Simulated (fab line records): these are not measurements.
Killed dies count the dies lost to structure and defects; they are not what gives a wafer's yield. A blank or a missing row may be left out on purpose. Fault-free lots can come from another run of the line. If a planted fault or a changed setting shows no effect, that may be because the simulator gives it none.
Code-filled problem report in 8D (eight disciplines) form | flow berkeleyCmos170 | the parts of the form that need people (team, actions taken, sign-off) are left out

## 1. PROBLEM STATEMENT
Wafers free of any fault read 2228 (standard deviation 15) for NLDD_TW at UCB170_NLDD_TW_MEAS_11, against a mean of 2066 on 6 wafers of 2 lots. That puts it -11 standard deviations away from the usual mean.
First observed at day 8 01:56: wafer L314.4, on filmMetro-03. The record has a number at this step for 39 wafers belonging to 13 lots. By rule, "out" or "out of limits" means more than 4 standard deviations away from the usual mean. The rest of the wafers with a number are treated as sound.

## 2. WHAT IT IS AND WHAT IT IS NOT
question                    | is                     | is not
which readings at this step | NLDD_TW                | -
which lots                  | L314, L316             | L305, L306, L307, L313, L318, L320, L322, L323, L325, L327, L328
which wafers of those lots  | all that have a number | -
read on which gauges        | filmMetro-03           | filmMetro-02, filmMetro-04
when                        | from day 8 01:56       | up to then (12 sound wafers); but 21 sound wafers of L318, L320, L322, L323, L325, L327, L328 came after

## 3. WHAT RULES OUT EACH SUSPECT
Counting: a tool stays on the suspect list if, at a process step up to the reading, it processed all lots that are out and no sound lot following the first of them.
- ruled out: the gauge at UCB170_NLDD_TW_MEAS_11. All the wafers that are out were read on filmMetro-03, but those of them that UCB170_NLDD_IMPLANT_08 has rows for are out there too, on other tools.
- implanter-01 at UCB170_NLDD_IMPLANT_08: kept. It ran every lot that is out, first L314 (day 8 01:35), and no sound lot after that; its last sound lot up to then is L305 (day 6 08:02). Out on those wafers are its own readings of doseIonsCm2, faradayCurrentUA.
The count leaves implanter-01 at UCB170_NLDD_IMPLANT_08.

## 4. THE CAUSE (what the simulator had put in)
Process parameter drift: implanter-01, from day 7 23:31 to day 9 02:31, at UCB170_NLDD_IMPLANT_08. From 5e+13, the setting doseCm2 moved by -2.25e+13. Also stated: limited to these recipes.
This tool alone remained once counting was done.

## 5. SEQUENCE OF EFFECTS, ordered by route
Rows list readings where the struck wafers' mean (over those with a number) sits beyond 3 standard deviations from the usual. Only readings for which the record gives a usual standard deviation are gone through. hours: the time from each lot's start at the first step in this table that gives one to its start at this step, as a median over the lots. sigmas: the change in usual standard deviations.
hours | step                       | reading          | usual        | on struck wafers | change     | sigmas
0     | UCB170_NLDD_IMPLANT_08     | doseIonsCm2      | 5.001e+13    | 2.752e+13        | -2.249e+13 | -99 or more
0     | UCB170_NLDD_IMPLANT_08     | faradayCurrentUA | 158.7        | 86.5             | -72.2      | -24
0     | UCB170_NLDD_TW_MEAS_11     | NLDD_TW          | 2228         | 2066             | -162       | -11
11    | UCB170_SDANNEAL_RS_MEAS_05 | NLDD_RS          | 616.4 ohm/sq | 730.8            | +114.4     | +82
Its process steps:
- UCB170_NLDD_IMPLANT_08

## 6. WHAT WOULD HAVE CAUGHT IT SOONER
In this record the first reading out of limits at a measuring or inspecting step was taken at day 8 01:56, 2 hours after the fault began at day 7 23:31.
Tool's own readings at UCB170_NLDD_IMPLANT_08, doseIonsCm2, faradayCurrentUA: out on all struck wafers the step has rows for; an alarm limit on them would have tripped on the first.
Lots out: 2; of these, L316 started UCB170_NLDD_IMPLANT_08 on implanter-01 after day 8 01:56. Holding the tool at that time would have saved it.
